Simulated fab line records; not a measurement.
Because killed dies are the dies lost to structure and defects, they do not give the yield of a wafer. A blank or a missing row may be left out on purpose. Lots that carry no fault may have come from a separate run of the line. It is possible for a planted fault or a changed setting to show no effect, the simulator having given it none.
Comparing a struck lot with a sound one / flow berkeley_cmos170 / 15 steps out of a route of 331
Sound: the wafers L461.2, L461.4, L461.5. Wafers L476.2, L476.3, L476.6 were the ones struck. The cause comes at the end.
At each step with rows: each side's tool, then ch and its chambers, then its first start. Under that, the readings that differ: sound wafers / struck wafers / difference of the means / sigmas: that difference in standard deviations of wafers without a fault.
alike: a reading whose means differ by less than 2 such deviations, as well as words and numbers matching on both sides. not compared: withheld readings; readings where some wafer has no value; bounds like >300 that might hide an equal value; numbers whose values overlap and for which the record gives no deviation.
Wherever a step has rows on one side only, a row that says differs or no value, or a row with sigmas, the two part there. Numbers that don't overlap but have no deviation are shown without sigmas and don't part them. A reading missing from all wafers of one side parts the sides only when that side holds two or more wafers.

UCB170_GATE_STRIP_16: strips in O2.
  sound on plasma_asher-02 ch 1, day 8 09:40; struck on plasma_asher-04 ch 1, day 11 09:35
reading=drypump_motor_current_A (A); sound=6.4 6.4 6.3; struck=5.3 5.3 5.3; difference=-1.1; sigmas=-3
  alike: oes_product_au
  not compared: rf_hours_counter_h
UCB170_GATE_CD_MEAS_90: the cd target is 350 nm.
  sound on cd_sem-02 at day 8 10:25; struck on cd_sem-02 at day 11 09:43
  alike: cd_nm
then, 7 steps without rows for these wafers: UCB170_GATE_CLEAN_17 (cleans in SPM, time 600 s); UCB170_PLDD_HMDS_00 (prime time 60 s); UCB170_PLDD_COAT_01 (resist thk 900 nm); UCB170_PLDD_SOFTBAKE_02 (time 60 s); UCB170_PLDD_EXPOSE_03 (exposes mask PSELECT, target cd 1200 nm); UCB170_PLDD_PEB_04; UCB170_PLDD_DEVELOP_05 (develop time 45 s).
UCB170_PLDD_CD_MEAS_06: the cd target is 1200 nm.
  sound on cd_sem-02 at day 8 12:27; struck on cd_sem-01 at day 11 12:07
  alike: cd_nm
UCB170_PLDD_OVL_MEAS_07:
  sound on overlay-02 at day 8 12:33; struck on overlay-01 at day 11 12:14
  alike: PLDD_OVL
after that, 1 step had no rows for these wafers: UCB170_PLDD_IMPLANT_08.
UCB170_PLDD_IMPLANT_09:
  sound on implanter-01 ch 0, day 8 12:46; struck on implanter-01 ch 0, day 11 12:26
reading=tilt_deg (degrees); sound=6.989 7.010 6.988; struck=7.275 7.280 7.266; difference=+0.278; sigmas=+14
UCB170_PLDD_STRIP_10: strips in O2.
  sound on plasma_asher-02 ch 0,1, day 8 12:53; struck on plasma_asher-03 ch 0,1, day 11 12:34
reading=drypump_motor_current_A (A); sound=6.4 6.4 5.8; struck=5.4 5.3 5.3; difference=-0.9; sigmas=-3
  alike: oes_product_au, strip_time_to_endpoint_s
  not compared: rf_hours_counter_h
UCB170_M3_PROBE_99:
  the record has rows for the struck wafers here (prober-01, day 12 22:25) and none for the sound ones

## WHERE THEY PART
First at UCB170_GATE_STRIP_16; last, within this record, at UCB170_M3_PROBE_99.

WHY: the cause the simulator had injected
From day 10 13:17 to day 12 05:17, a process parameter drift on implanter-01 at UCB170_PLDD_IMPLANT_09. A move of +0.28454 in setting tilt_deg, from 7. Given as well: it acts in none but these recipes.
